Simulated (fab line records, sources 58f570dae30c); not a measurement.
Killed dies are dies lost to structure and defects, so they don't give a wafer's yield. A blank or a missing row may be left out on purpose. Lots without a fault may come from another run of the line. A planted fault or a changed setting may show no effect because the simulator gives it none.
fab line records | flow berkeley_cmos170
record lots=5 wafers=15 last_day=12
route steps=331 shown PSD@186 NSD@187 BACKSIDE@199 SDANNEAL@204 PLDD@208 NLDD@209 SILICIDE@210 CONTACT@216
lots that met no fault: from a run of the same line without faults
start_h: hours from the record's first day to the start of the lot's first wafer shown | wait_h: hours since the lot's step before | " the same as in the row above | L1.1+2: a row that stands for several wafers | - no value, or no start given | * or withheld: withheld | < > ~ a bound
route shown NAME@n: a module of which the file shows steps, and the number in the route of the first | usual: mean/standard deviation of fault-free wafers | same: alike in all rows | chamber/n: place in a boat | sites: the reading at each site | _std_site: their standard deviation | _edge_site: outer sites' mean less inner sites' | radius_mm: how far each site lies from the wafer's centre | mask NAME#n: copy n | behind: the tool/chamber that last shaped the wafer | hold: why the lot was held/for how many hours/how that ended | device: the transistor (n, p or np) that didn't switch | end of line: the same wafers' tests at the end of the route | a step without rows: its recipe alone | killed: dies lost to structure and defects at the first sort, not the wafer's yield | map: a wafer's dies, x killed, . not, _ none there
set.NAME: the setting as run; set.NAME@STEP: as run at that earlier step | model.NAME: the simulator's own value behind a step, which no gauge read
lots at some steps of the route; a table a step, a row a wafer
services: from which hour (start_h, from the record's first day; less than 0 if before it) a tool's chamber was out of use, for how many hours, and why
## steps
# step UCB170_PSD_CLEAN_11
# recipe chemistry=SPM temp_c=120 time_s=600
# usual temp_c=119.97/0.14
# columns lot.wafer tool chamber start_h wait_h temp_c
L074.2 wet_bench-04 1 158.48 0.3 120.11
L074.3 " 1 " " 120.09
L074.5 " 1 " " 120.08
L076.1 wet_bench-01 2 168.86 0.1 119.83
L076.4 " 2 " " 120.12
L076.5 " 2 " " 119.99
L087.2 wet_bench-01 3 230.78 0.0 120.11
L087.3 " 3 " " 119.87
L087.4 " 3 " " 120.00
L088.3 wet_bench-04 3 231.15 0.1 119.88
L088.4 " 3 " " 119.81
L088.5 " 3 " " 120.09
L090.2 wet_bench-04 3 257.57 3.4 120.19
L090.3 " 3 " " 120.02
L090.4 " 3 " " 120.03
# step UCB170_NSD_HMDS_00
# recipe prime_time_s=60 prime_temp_c=100
# columns lot.wafer tool chamber start_h wait_h
L074.2+3+5 litho_track-01 0 158.78 0.1
L076.1+4+5 litho_track-01 0 169.03 0.0
L087.2+3+4 litho_track-01 0 231.14 0.2
L088.3+4+5 litho_track-02 0 231.76 0.4
L090.2+3+4 litho_track-01 0 257.77 0.0
# step UCB170_NSD_COAT_01
# recipe resist=KrF spin_rpm=1500 resist_thk_nm=900
# columns lot.wafer tool chamber start_h wait_h
L074.2+3+5 litho_track-01 0 158.93 0.1
L076.1+4+5 litho_track-01 0 169.18 0.1
L087.2+3+4 litho_track-01 0 231.29 0.1
L088.3+4+5 litho_track-02 0 231.91 0.1
L090.2+3+4 litho_track-01 0 257.92 0.1
# step UCB170_NSD_SOFTBAKE_02
# recipe resist=KrF temp_c=130 time_s=60
# columns lot.wafer tool chamber start_h wait_h
L074.2+3+5 litho_track-01 0 159.08 0.1
L076.1+4+5 litho_track-01 0 169.33 0.1
L087.2+3+4 litho_track-01 0 231.44 0.1
L088.3+4+5 litho_track-02 0 232.06 0.1
L090.2+3+4 litho_track-01 0 258.07 0.1
# step UCB170_NSD_EXPOSE_03
# recipe mask_id=NSELECT_MOD na=0.5 sigma_outer=0.6 source_shape=conventional target_cd_nm=1200 dose_mj=29.63
# usual reticle_temp_C=23.01/0.099
# columns lot.wafer tool chamber start_h wait_h mask reticle_temp_C
L074.2 krf_scanner-02 0 159.35 0.2 NSELECT_MOD#0 23.08
L074.3 " 0 " " NSELECT_MOD#0 23.09
L074.5 " 0 " " NSELECT_MOD#0 23.11
L076.1 krf_scanner-02 0 169.48 0.1 NSELECT_MOD#0 22.96
L076.4 " 0 " " NSELECT_MOD#0 23.00
L076.5 " 0 " " NSELECT_MOD#0 22.90
L087.2 krf_scanner-02 0 231.73 0.3 NSELECT_MOD#0 23.10
L087.3 " 0 " " NSELECT_MOD#0 23.24
L087.4 " 0 " " NSELECT_MOD#0 22.99
L088.3 krf_scanner-02 0 232.20 0.1 NSELECT_MOD#0 22.82
L088.4 " 0 " " NSELECT_MOD#0 23.06
L088.5 " 0 " " NSELECT_MOD#0 22.84
L090.2 krf_scanner-02 0 258.61 0.5 NSELECT_MOD#0 23.03
L090.3 " 0 " " NSELECT_MOD#0 23.03
L090.4 " 0 " " NSELECT_MOD#0 23.03
# step UCB170_NSD_PEB_04
# recipe peb_temp_c=130 peb_time_s=withheld resist=KrF
# columns lot.wafer tool chamber start_h wait_h
L074.2+3+5 litho_track-01 0 159.78 0.4
L076.1+4+5 litho_track-01 0 169.60 0.1
L087.2+3+4 litho_track-01 0 231.87 0.1
L088.3+4+5 litho_track-02 0 232.66 0.4
L090.2+3+4 litho_track-03 0 258.74 0.1
# step UCB170_NSD_DEVELOP_05
# recipe developer=TMAH develop_time_s=45 resist=KrF dev_temp_c=21
# columns lot.wafer tool chamber start_h wait_h
L074.2+3+5 litho_track-01 0 - -
L076.1+4+5 litho_track-01 0 - -
L087.2+3+4 litho_track-01 0 - -
L088.3+4+5 litho_track-02 0 - -
L090.2+3+4 litho_track-03 0 - -
# step UCB170_NSD_CD_MEAS_06
# recipe target_cd_nm=1200
# usual cd_nm=1199.8/1.2
# columns lot.wafer tool chamber start_h wait_h cd_nm
L074.2 cd_sem-02 - 160.05 - 1200.6
L074.3 " - " " 1201.1
L074.5 " - " " 1200.1
L076.1 cd_sem-02 - 169.87 - 1199.7
L076.4 " - " " 1201.0
L076.5 " - " " 1200.2
L087.2 cd_sem-01 - 232.14 - 1199.8
L087.3 " - " " 1199.1
L087.4 " - " " 1200.9
L088.3 cd_sem-02 - 233.00 - 1198.7
L088.4 " - " " 1197.6
L088.5 " - " " 1199.0
L090.2 cd_sem-02 - 259.01 - 1201.2
L090.3 " - " " 1200.7
L090.4 " - " " 1200.4
# step UCB170_NSD_OVL_MEAS_07
# usual NSD_OVL=-1/5.4
# columns lot.wafer tool chamber start_h wait_h NSD_OVL[nm]
L074.2 overlay-01 - 160.15 0.1 -5
L074.3 " - " " 4
L074.5 " - " " 5
L076.1 overlay-01 - 169.99 0.1 -2
L076.4 " - " " -4
L076.5 " - " " 0
L087.2 overlay-01 - 232.24 0.1 -1
L087.3 " - " " 4
L087.4 " - " " -6
L088.3 overlay-02 - 233.10 0.1 4
L088.4 " - " " -7
L088.5 " - " " 2
L090.2 overlay-02 - 259.11 0.1 5
L090.3 " - " " 1
L090.4 " - " " 4
# step UCB170_NSD_IMPLANT_08
# recipe species=P dose_cm2=3e+15 energy_kev=40 tilt_deg=7
# columns lot.wafer tool chamber start_h wait_h
L074.2+3+5 implanter-02 0 160.21 0.0
L076.1+4+5 implanter-02 0 170.03 0.0
L087.2+3+4 implanter-04 0 232.30 0.0
L088.3+4+5 implanter-04 0 233.17 0.1
L090.2+3+4 implanter-01 0 259.17 0.0
# step UCB170_NSD_STRIP_09
# recipe chemistry=O2 power_w=400 pressure_mtorr=3500 platen_temp_c=withheld o2_flow_sccm=400 overash_fraction=0.5
# usual chamber_pressure_mTorr=3500/3.1 drypump_motor_current_A=5.54/0.26 oes_product_au=0.534/0.0043 strip_time_to_endpoint_s=35.83/0.064
# columns lot.wafer tool chamber start_h wait_h chamber_pressure_mTorr drypump_motor_current_A oes_product_au rf_hours_counter_h strip_time_to_endpoint_s
L074.2 plasma_asher-03 0 160.33 0.1 3493 5.47 0.528 5 35.78
L074.3 " 0 " " 3503 5.47 0.528 - 35.81
L074.5 " 0 " " 3499 5.46 0.532 - 35.83
L076.1 plasma_asher-03 0 170.18 0.1 3504 5.52 0.536 6 35.80
L076.4 " 1 " " 3501 5.37 0.531 - 35.81
L076.5 " 1 " " 3504 5.36 0.525 - 35.90
L087.2 plasma_asher-04 1 232.42 0.1 3498 5.50 0.535 46 35.86
L087.3 " 1 " " 3502 5.46 0.529 - 35.81
L087.4 " 0 " " 3508 5.83 0.531 - 35.81
L088.3 plasma_asher-02 0 233.30 0.1 3500 5.16 0.540 - 35.84
L088.4 " 1 " " 3500 5.90 0.535 - 35.82
L088.5 " 1 " " 3498 5.92 0.542 - 35.86
L090.2 plasma_asher-02 0 259.29 0.1 3498 5.17 0.529 54 35.86
L090.3 " 1 " " 3496 5.90 0.540 - 35.84
L090.4 " 0 " " 3498 5.21 0.532 - 35.86
# step UCB170_NSD_TW_MEAS_10
# usual NSD_TW=4191/24
# columns lot.wafer tool chamber start_h wait_h NSD_TW
L074.2 film_metro-04 - 160.44 0.1 4207
L074.3 " - " " 4193
L074.5 " - " " 4213
L076.1 film_metro-03 - 170.28 0.1 4170
L076.4 " - " " 4168
L076.5 " - " " 4185
L087.2 film_metro-04 - 232.53 0.1 4225
L087.3 " - " " 4230
L087.4 " - " " 4213
L088.3 film_metro-04 - 233.39 0.1 4200
L088.4 " - " " 4201
L088.5 " - " " 4219
L090.2 film_metro-04 - 259.40 0.1 4201
L090.3 " - " " 4208
L090.4 " - " " 4200
# step UCB170_NSD_CLEAN_11
# recipe chemistry=SPM temp_c=120 time_s=600
# usual temp_c=119.99/0.13
# columns lot.wafer tool chamber start_h wait_h temp_c
L074.2 wet_bench-04 3 160.49 0.0 120.01
L074.3 " 3 " " 119.95
L074.5 " 3 " " 119.83
L076.1 wet_bench-02 3 170.34 0.1 120.04
L076.4 " 3 " " 120.11
L076.5 " 3 " " 120.06
L087.2 wet_bench-04 3 232.58 0.0 119.89
L087.3 " 3 " " 120.07
L087.4 " 3 " " 119.81
L088.3 wet_bench-02 0 233.48 0.1 119.97
L088.4 " 0 " " 119.91
L088.5 " 0 " " 120.09
L090.2 wet_bench-02 1 259.45 0.0 119.95
L090.3 " 1 " " 119.95
L090.4 " 1 " " 119.96
# step UCB170_BACKSIDE_HMDS_00
# recipe prime_time_s=60 prime_temp_c=100
# columns lot.wafer tool chamber start_h wait_h
L074.2+3+5 litho_track-01 0 160.78 0.1
L076.1+4+5 litho_track-01 0 170.51 0.0
L087.2+3+4 litho_track-01 0 232.87 0.1
L088.3+4+5 litho_track-01 0 233.71 0.1
L090.2+3+4 litho_track-01 0 259.65 0.0
# step UCB170_BACKSIDE_COAT_01
# recipe resist=KrF spin_rpm=1500 resist_thk_nm=900
# columns lot.wafer tool chamber start_h wait_h
L074.2+3+5 litho_track-01 0 160.93 0.1
L076.1+4+5 litho_track-01 0 170.66 0.1
L087.2+3+4 litho_track-01 0 233.02 0.1
L088.3+4+5 litho_track-01 0 233.86 0.1
L090.2+3+4 litho_track-01 0 259.80 0.1
# step UCB170_BACKSIDE_SOFTBAKE_02
# recipe resist=KrF temp_c=130 time_s=60
# columns lot.wafer tool chamber start_h wait_h
L074.2+3+5 litho_track-01 0 161.08 0.1
L076.1+4+5 litho_track-01 0 170.81 0.1
L087.2+3+4 litho_track-01 0 233.17 0.1
L088.3+4+5 litho_track-01 0 234.01 0.1
L090.2+3+4 litho_track-01 0 259.95 0.1
# step UCB170_BACKSIDE_STRIP_03
# recipe chemistry=O2 power_w=400 pressure_mtorr=3500 platen_temp_c=withheld o2_flow_sccm=400 overash_fraction=0.5
# usual chamber_pressure_mTorr=3500/3.1 drypump_motor_current_A=5.50/0.16 oes_product_au=0.735/0.004 strip_time_to_endpoint_s=21.98/0.054
# columns lot.wafer tool chamber start_h wait_h chamber_pressure_mTorr drypump_motor_current_A oes_product_au rf_hours_counter_h strip_time_to_endpoint_s
L074.2 plasma_asher-01 0 161.20 0.1 3502 5.40 0.736 43 22.08
L074.3 " 0 " " 3501 5.39 0.732 - 22.03
L074.5 " 0 " " 3500 5.40 0.744 - 21.97
L076.1 plasma_asher-03 0 170.96 0.1 3500 5.47 0.738 6 21.99
L076.4 " 0 " " 3494 5.48 0.728 - 22.03
L076.5 " 1 " " 3501 5.37 0.734 - 21.99
L087.2 plasma_asher-01 1 233.29 0.1 3502 5.42 0.739 51 22.02
L087.3 " 1 " " 3502 5.43 0.730 - 21.92
L087.4 " 0 " " 3496 5.40 0.739 - 22.02
L088.3 plasma_asher-03 0 234.14 0.1 3501 5.52 0.733 - 21.90
L088.4 " 1 " " 3502 5.35 0.741 - 21.92
L088.5 " 1 " " 3497 5.38 0.728 - 21.92
L090.2 plasma_asher-04 0 260.08 0.1 3496 5.83 0.732 49 21.98
L090.3 " 0 " " 3504 5.83 0.737 - 21.89
L090.4 " 1 " " 3501 5.46 0.736 - 21.90
# step UCB170_BACKSIDE_CLEAN_04
# recipe chemistry=SPM temp_c=120 time_s=600
# usual temp_c=120.02/0.13
# columns lot.wafer tool chamber start_h wait_h temp_c
L074.2 wet_bench-02 2 161.30 0.1 119.94
L074.3 " 2 " " 119.84
L074.5 " 2 " " 119.84
L076.1 wet_bench-02 1 171.06 0.1 120.20
L076.4 " 1 " " 120.16
L076.5 " 1 " " 120.07
L087.2 wet_bench-02 0 233.66 0.3 120.08
L087.3 " 0 " " 119.91
L087.4 " 0 " " 120.11
L088.3 wet_bench-02 0 234.23 0.0 119.97
L088.4 " 0 " " 120.11
L088.5 " 0 " " 120.14
L090.2 wet_bench-01 2 260.18 0.1 119.97
L090.3 " 2 " " 119.70
L090.4 " 2 " " 119.77
# step UCB170_SDANNEAL_RTA_00
# recipe temp_c=900 time_s=10 ambient=N2
# usual chamber_o2_ppm=2.002/0.021 lamp_power_pct=28.6/1.1 wafer_temp_C_max=905.6/1.1
# columns lot.wafer tool chamber start_h wait_h chamber_o2_ppm lamp_power_pct wafer_temp_C_max
L074.2 rtp_anneal-01 0 161.51 0.0 1.962 27.6 903.9
L074.3 " 0 " " 2.007 27.6 906.1
L074.5 " 0 " " 2.008 27.5 905.4
L076.1 rtp_anneal-02 0 171.24 0.0 1.992 29.7 908.0
L076.4 " 0 " " 1.998 29.7 905.5
L076.5 " 0 " " 2.022 29.7 905.5
L087.2 rtp_anneal-02 0 233.85 0.0 1.952 29.7 905.0
L087.3 " 0 " " 1.959 29.7 907.7
L087.4 " 0 " " 1.976 29.8 906.1
L088.3 rtp_anneal-02 0 234.44 0.0 1.992 29.7 905.9
L088.4 " 0 " " 2.016 29.7 905.7
L088.5 " 0 " " 1.990 29.7 906.4
L090.2 rtp_anneal-02 0 260.36 0.0 1.999 29.7 907.5
L090.3 " 0 " " 2.014 29.7 906.0
L090.4 " 0 " " 1.997 29.7 906.9
# step UCB170_SDANNEAL_RTA_01
# recipe temp_c=1050 time_s=5 ambient=N2
# usual chamber_o2_ppm=2.003/0.02 lamp_power_pct=44.1/1.7 wafer_temp_C_max=1056.7/1.3
# columns lot.wafer tool chamber start_h wait_h chamber_o2_ppm lamp_power_pct wafer_temp_C_max
L074.2 rtp_anneal-01 0 161.57 0.1 2.026 42.5 1056.8
L074.3 " 0 " " 1.979 42.6 1056.6
L074.5 " 0 " " 2.003 42.5 1055.6
L076.1 rtp_anneal-02 0 171.31 0.1 2.001 45.9 1055.7
L076.4 " 0 " " 2.025 45.9 1056.1
L076.5 " 0 " " 2.005 45.9 1053.9
L087.2 rtp_anneal-02 0 233.91 0.1 2.000 45.9 1057.5
L087.3 " 0 " " 1.958 45.9 1058.7
L087.4 " 0 " " 1.977 46.0 1054.8
L088.3 rtp_anneal-02 0 234.50 0.1 1.995 45.8 1057.0
L088.4 " 0 " " 1.988 45.9 1056.9
L088.5 " 0 " " 1.999 45.9 1056.9
L090.2 rtp_anneal-02 0 260.43 0.1 2.027 45.9 1054.3
L090.3 " 0 " " 2.020 45.9 1057.7
L090.4 " 0 " " 1.995 45.9 1059.5
# step UCB170_SDANNEAL_RS_MEAS_02
# recipe thk_meas_gauge=four-point-probe
# usual PSD_RS=76.8/0.31
# columns lot.wafer tool chamber start_h wait_h PSD_RS[ohm/sq]
L074.2 film_metro-04 - 161.64 0.1 77.3
L074.3 " - " " 76.8
L074.5 " - " " 77.2
L076.1 film_metro-02 - 171.36 0.0 76.7
L076.4 " - " " 76.5
L076.5 " - " " 76.7
L087.2 film_metro-03 - 233.98 0.1 76.5
L087.3 " - " " 76.7
L087.4 " - " " 76.6
L088.3 film_metro-02 - 234.58 0.1 76.5
L088.4 " - " " 76.4
L088.5 " - " " 76.3
L090.2 film_metro-04 - 260.51 0.1 76.3
L090.3 " - " " 76.5
L090.4 " - " " 76.3
# step UCB170_SDANNEAL_RS_MEAS_03
# recipe thk_meas_gauge=four-point-probe
# usual NSD_RS=37.30/0.095
# columns lot.wafer tool chamber start_h wait_h NSD_RS[ohm/sq]
L074.2 film_metro-04 - 161.76 0.1 37.19
L074.3 " - " " 37.24
L074.5 " - " " 37.34
L076.1 film_metro-02 - 171.48 0.1 37.34
L076.4 " - " " 37.47
L076.5 " - " " 37.30
L087.2 film_metro-03 - 234.10 0.1 37.28
L087.3 " - " " 37.40
L087.4 " - " " 37.34
L088.3 film_metro-02 - 234.70 0.1 37.42
L088.4 " - " " 37.32
L088.5 " - " " 37.28
L090.2 film_metro-04 - 260.63 0.1 37.33
L090.3 " - " " 37.29
L090.4 " - " " 37.32
# step UCB170_SDANNEAL_RS_MEAS_04
# recipe thk_meas_gauge=four-point-probe
# usual PLDD_RS=1033/3.4
# columns lot.wafer tool chamber start_h wait_h PLDD_RS[ohm/sq]
L074.2 film_metro-04 - 161.88 0.1 1031
L074.3 " - " " 1032
L074.5 " - " " 1033
L076.1 film_metro-02 - 171.60 0.1 1030
L076.4 " - " " 1030
L076.5 " - " " 1031
L087.2 film_metro-03 - 234.22 0.1 1028
L087.3 " - " " 1029
L087.4 " - " " 1029
L088.3 film_metro-02 - 234.82 0.1 1028
L088.4 " - " " 1029
L088.5 " - " " 1029
L090.2 film_metro-04 - 260.75 0.1 1034
L090.3 " - " " 1031
L090.4 " - " " 1036
# step UCB170_SDANNEAL_RS_MEAS_05
# recipe thk_meas_gauge=four-point-probe
# usual NLDD_RS=616.9/1.2
# columns lot.wafer tool chamber start_h wait_h NLDD_RS[ohm/sq]
L074.2 film_metro-04 - 162.00 0.1 618.9
L074.3 " - " " 618.1
L074.5 " - " " 617.9
L076.1 film_metro-02 - 171.72 0.1 616.1
L076.4 " - " " 616.1
L076.5 " - " " 614.1
L087.2 film_metro-03 - 234.34 0.1 617.6
L087.3 " - " " 617.8
L087.4 " - " " 618.9
L088.3 film_metro-02 - 234.94 0.1 615.5
L088.4 " - " " 617.0
L088.5 " - " " 616.4
L090.2 film_metro-04 - 260.87 0.1 615.4
L090.3 " - " " 616.9
L090.4 " - " " 615.0
# step UCB170_SILICIDE_PRE_CLEAN_00
# recipe gas=Ar preclean_etch_time_s=60
# columns lot.wafer tool chamber start_h wait_h
L074.2+3+5 pvd_sputter-03 - 162.10 0.1
L076.1+4+5 pvd_sputter-03 - 171.84 0.1
L087.2+3+4 pvd_sputter-02 - 234.44 0.1
L088.3+4+5 pvd_sputter-01 - 235.02 0.1
L090.2+3+4 pvd_sputter-03 - 260.97 0.1
# step UCB170_SILICIDE_SPUTTER_01
# recipe material=Ti target_thk_nm=30 time_s=25 power_w=1500 chamber_pressure_pa=0.5
# usual throttle_valve_pct=29.8/1.1
# columns lot.wafer tool chamber start_h wait_h throttle_valve_pct
L074.2 pvd_sputter-03 - 162.17 0.0 30.2
L074.3 " - " " 28.9
L074.5 " - " " 30.1
L076.1 pvd_sputter-03 - 171.91 0.0 29.1
L076.4 " - " " 30.4
L076.5 " - " " 32.5
L087.2 pvd_sputter-02 - 234.51 0.0 29.4
L087.3 " - " " 28.7
L087.4 " - " " 30.2
L088.3 pvd_sputter-01 - 235.09 0.0 29.4
L088.4 " - " " 30.8
L088.5 " - " " 29.2
L090.2 pvd_sputter-03 - 261.04 0.0 32.4
L090.3 " - " " 30.3
L090.4 " - " " 29.2
# step UCB170_SILICIDE_RS_MEAS_02
# recipe thk_meas_gauge=four-point-probe reads=Ti_of_SILICIDE_SPUTTER_01
# usual SILICIDE_TI_RS=26.0/0.36
# columns lot.wafer tool chamber start_h wait_h SILICIDE_TI_RS[ohm/sq]
L074.2 film_metro-02 - 162.22 0.0 25.3
L074.3 " - " " 26.1
L074.5 " - " " 25.2
L076.1 film_metro-04 - 171.94 0.0 26.2
L076.4 " - " " 25.9
L076.5 " - " " 26.2
L087.2 film_metro-01 - 234.56 0.0 25.5
L087.3 " - " " 25.4
L087.4 " - " " 24.9
L088.3 film_metro-01 - 235.17 0.1 26.2
L088.4 " - " " 25.6
L088.5 " - " " 25.9
L090.2 film_metro-04 - 261.09 0.0 26.4
L090.3 " - " " 26.0
L090.4 " - " " 26.4
# step UCB170_SILICIDE_THK_MEAS_03
# recipe thk_meas_gauge=xrf reads=Ti_of_SILICIDE_SPUTTER_01
# usual SILICIDE_TI_THK=30.4/0.41
# columns lot.wafer tool chamber start_h wait_h SILICIDE_TI_THK[nm]
L074.2 film_metro-02 - 162.33 0.1 31.1
L074.3 " - " " 30.3
L074.5 " - " " 31.2
L076.1 film_metro-04 - 172.06 0.1 29.8
L076.4 " - " " 30.2
L076.5 " - " " 29.8
L087.2 film_metro-01 - 234.67 0.1 30.9
L087.3 " - " " 31.0
L087.4 " - " " 31.5
L088.3 film_metro-01 - 235.27 0.1 30.1
L088.4 " - " " 31.0
L088.5 " - " " 30.6
L090.2 film_metro-04 - 261.20 0.1 30.0
L090.3 " - " " 30.2
L090.4 " - " " 29.9
# step UCB170_SILICIDE_RTA_04
# recipe temp_c=650 time_s=15 ambient=N2
# usual chamber_o2_ppm=2.005/0.022 lamp_power_pct=12.3/0.46 wafer_temp_C_max=654.1/0.8
# columns lot.wafer tool chamber start_h wait_h chamber_o2_ppm lamp_power_pct wafer_temp_C_max
L074.2 rtp_anneal-02 0 162.40 0.1 2.002 12.7 653.9
L074.3 " 0 " " 2.010 12.7 652.8
L074.5 " 0 " " 2.017 12.7 654.6
L076.1 rtp_anneal-02 0 172.12 0.1 2.048 12.7 654.5
L076.4 " 0 " " 2.030 12.7 653.3
L076.5 " 0 " " 2.051 12.7 655.4
L087.2 rtp_anneal-01 0 234.73 0.1 2.051 11.8 654.4
L087.3 " 0 " " 2.053 11.8 654.0
L087.4 " 0 " " 2.016 11.8 654.7
L088.3 rtp_anneal-01 0 235.33 0.1 1.984 11.8 653.6
L088.4 " 0 " " 1.992 11.8 654.2
L088.5 " 0 " " 1.999 11.8 654.2
L090.2 rtp_anneal-01 0 261.26 0.1 2.032 11.8 655.0
L090.3 " 0 " " 2.005 11.8 653.9
L090.4 " 0 " " 2.019 11.8 653.5
# step UCB170_SILICIDE_WET_ETCH_05
# recipe chemistry=SPM time_s=45 temp_c=120 target=Ti
# usual temp_c=119.98/0.13
# columns lot.wafer tool chamber start_h wait_h temp_c
L074.2 wet_bench-02 0 162.46 0.1 119.75
L074.3 " 0 " " 119.72
L074.5 " 0 " " 119.90
L076.1 wet_bench-02 2 172.20 0.1 120.21
L076.4 " 2 " " 120.07
L076.5 " 2 " " 120.05
L087.2 wet_bench-02 3 234.79 0.1 119.95
L087.3 " 3 " " 120.14
L087.4 " 3 " " 119.85
L088.3 wet_bench-02 0 235.40 0.1 119.96
L088.4 " 0 " " 119.86
L088.5 " 0 " " 120.21
L090.2 wet_bench-02 1 261.32 0.1 119.79
L090.3 " 1 " " 119.90
L090.4 " 1 " " 119.95
# step UCB170_CONTACT_CLEAN_00
# recipe chemistry=SPM temp_c=120 time_s=600
# usual temp_c=119.97/0.14
# columns lot.wafer tool chamber start_h wait_h temp_c
L074.2 wet_bench-04 1 162.48 0.0 120.07
L074.3 " 1 " " 119.87
L074.5 " 1 " " 120.20
L076.1 wet_bench-02 3 172.22 0.0 120.21
L076.4 " 3 " " 120.09
L076.5 " 3 " " 119.98
L087.2 wet_bench-02 0 234.81 0.0 119.71
L087.3 " 0 " " 119.80
L087.4 " 0 " " 119.83
L088.3 wet_bench-02 0 235.49 0.1 120.05
L088.4 " 0 " " 120.07
L088.5 " 0 " " 120.00
L090.2 wet_bench-02 0 261.34 0.0 120.03
L090.3 " 0 " " 119.82
L090.4 " 0 " " 119.92
# step UCB170_CONTACT_CVD_01
# recipe material=PSG target_thk_nm=700 temp_c=450 precursor=SiH4/O2/PH3 time_s=2820 pressure_mtorr=300 sih4_flow_sccm=60 o2_flow_sccm=90 ph3_flow_sccm=25
# usual spike_tc_source_C=470.2/1.4
# columns lot.wafer tool chamber start_h wait_h spike_tc_source_C
L074.2 lpcvd-01 0 163.84 1.2 469.0
L074.3 " 0 " " 469.6
L074.5 " 0 " " 470.1
L076.1 lpcvd-02 0 172.39 0.0 469.5
L076.4 " 0 " " 471.3
L076.5 " 0 " " 468.5
L087.2 lpcvd-02 0 235.00 0.0 471.5
L087.3 " 0 " " 470.4
L087.4 " 0 " " 470.0
L088.3 lpcvd-01 1 237.18 1.5 468.8
L088.4 " 1 " " 469.0
L088.5 " 1 " " 470.1
L090.2 lpcvd-01 1 262.39 0.9 469.9
L090.3 " 1 " " 471.8
L090.4 " 1 " " 470.5
# step UCB170_CONTACT_THK_MEAS_02
# recipe reads=PSG_of_CONTACT_CVD_01
# usual CONTACT_PSG_THK=699/5.3
# columns lot.wafer tool chamber start_h wait_h CONTACT_PSG_THK[nm]
L074.2 film_metro-04 - 165.64 0.0 701
L074.3 " - " " 701
L074.5 " - " " 698
L076.1 film_metro-03 - 175.07 0.0 697
L076.4 " - " " 692
L076.5 " - " " 693
L087.2 film_metro-03 - 237.69 0.0 693
L087.3 " - " " 689
L087.4 " - " " 690
L088.3 film_metro-01 - 238.98 0.0 700
L088.4 " - " " 705
L088.5 " - " " 701
L090.2 film_metro-04 - 264.19 0.0 704
L090.3 " - " " 701
L090.4 " - " " 701
# step UCB170_CONTACT_HMDS_03
# recipe prime_time_s=60 prime_temp_c=100
# columns lot.wafer tool chamber start_h wait_h
L074.2+3+5 litho_track-01 0 165.71 0.1
L076.1+4+5 litho_track-01 0 175.13 0.1
L087.2+3+4 litho_track-02 0 237.76 0.1
L088.3+4+5 litho_track-04 0 239.07 0.1
L090.2+3+4 litho_track-01 0 264.48 0.3
# step UCB170_CONTACT_COAT_04
# recipe resist=KrF spin_rpm=1500 resist_thk_nm=900
# columns lot.wafer tool chamber start_h wait_h
L074.2+3+5 litho_track-01 0 165.86 0.1
L076.1+4+5 litho_track-01 0 175.28 0.1
L087.2+3+4 litho_track-02 0 237.91 0.1
L088.3+4+5 litho_track-04 0 239.22 0.1
L090.2+3+4 litho_track-01 0 264.63 0.1
# step UCB170_CONTACT_SOFTBAKE_05
# recipe resist=KrF temp_c=130 time_s=60
# columns lot.wafer tool chamber start_h wait_h
L074.2+3+5 litho_track-01 0 166.01 0.1
L076.1+4+5 litho_track-01 0 175.43 0.1
L087.2+3+4 litho_track-02 0 238.06 0.1
L088.3+4+5 litho_track-04 0 239.37 0.1
L090.2+3+4 litho_track-01 0 264.78 0.1
# step UCB170_CONTACT_STRIP_06
# recipe chemistry=O2 power_w=400 pressure_mtorr=3500 platen_temp_c=withheld o2_flow_sccm=400 overash_fraction=0.5
# usual chamber_pressure_mTorr=3500.0/2.8 drypump_motor_current_A=5.46/0.23 oes_product_au=0.734/0.0049 strip_time_to_endpoint_s=21.99/0.062
# columns lot.wafer tool chamber start_h wait_h chamber_pressure_mTorr drypump_motor_current_A oes_product_au rf_hours_counter_h strip_time_to_endpoint_s
L074.2 plasma_asher-02 0 166.14 0.1 3504.6 5.15 0.731 44 21.93
L074.3 " 1 " " 3497.2 5.89 0.731 - 21.97
L074.5 " 0 " " 3498.4 5.15 0.743 - 21.98
L076.1 plasma_asher-01 0 175.58 0.1 3499.5 5.39 0.740 44 21.99
L076.4 " 0 " " 3502.2 5.40 0.739 - 22.12
L076.5 " 0 " " 3499.7 5.40 0.733 - 22.00
L087.2 plasma_asher-03 0 238.19 0.1 3492.4 5.52 0.740 13 22.12
L087.3 " 0 " " 3501.2 5.50 0.732 - 22.01
L087.4 " 1 " " 3501.4 5.38 0.737 - 21.97
L088.3 plasma_asher-03 1 239.51 0.1 3494.7 5.35 0.743 - 21.97
L088.4 " 0 " " 3498.3 5.48 0.738 - 21.95
L088.5 " 1 " " 3499.5 5.36 0.731 - 22.06
L090.2 plasma_asher-01 0 264.90 0.1 3501.7 5.41 0.735 54 21.96
L090.3 " 1 " " 3502.4 5.43 0.738 - 21.99
L090.4 " 0 " " 3503.2 5.41 0.737 - 22.03
# step UCB170_CONTACT_CLEAN_07
# recipe chemistry=SPM temp_c=120 time_s=600
# usual temp_c=120.02/0.16
# columns lot.wafer tool chamber start_h wait_h temp_c
L074.2 wet_bench-02 3 166.24 0.1 120.44
L074.3 " 3 " " 120.26
L074.5 " 3 " " 120.28
L076.1 wet_bench-02 2 175.68 0.1 120.00
L076.4 " 2 " " 119.64
L076.5 " 2 " " 119.62
L087.2 wet_bench-02 3 238.29 0.1 119.96
L087.3 " 3 " " 120.10
L087.4 " 3 " " 120.08
L088.3 wet_bench-03 0 239.57 0.0 119.95
L088.4 " 0 " " 120.02
L088.5 " 0 " " 119.91
L090.2 wet_bench-02 1 265.07 0.1 120.13
L090.3 " 1 " " 120.18
L090.4 " 1 " " 120.17
## services
# columns tool chamber start_h hours kind
implanter-02 - 136.97 3.8 repair
plasma_asher-02 - 146.40 2.8 pm
krf_scanner-02 - 147.29 1.3 pm
wet_bench-02 - 159.32 1.9 pm
pvd_sputter-02 - 162.16 2.7 repair
lpcvd-02 - 166.72 3.0 repair
krf_scanner-02 - 168.79 - calibration
krf_scanner-02 - 183.94 4.4 pm
krf_scanner-02 - 188.32 3.6 pm
plasma_asher-03 - 192.32 1.6 repair
krf_scanner-02 - 194.14 4.0 pm
pvd_sputter-02 - 212.76 0.5 repair
implanter-04 - 213.83 1.6 repair
lpcvd-01 - 217.02 2.8 pm
krf_scanner-02 0 227.98 - calibration
implanter-01 - 229.09 3.7 pm
implanter-04 - 242.72 3.9 repair
plasma_asher-04 - 249.60 1.8 repair
implanter-02 - 249.97 2.0 repair
implanter-04 - 257.52 4.5 pm
krf_scanner-02 - 259.06 0.8 pm
krf_scanner-02 - 259.84 1.0 pm
## key
fault none
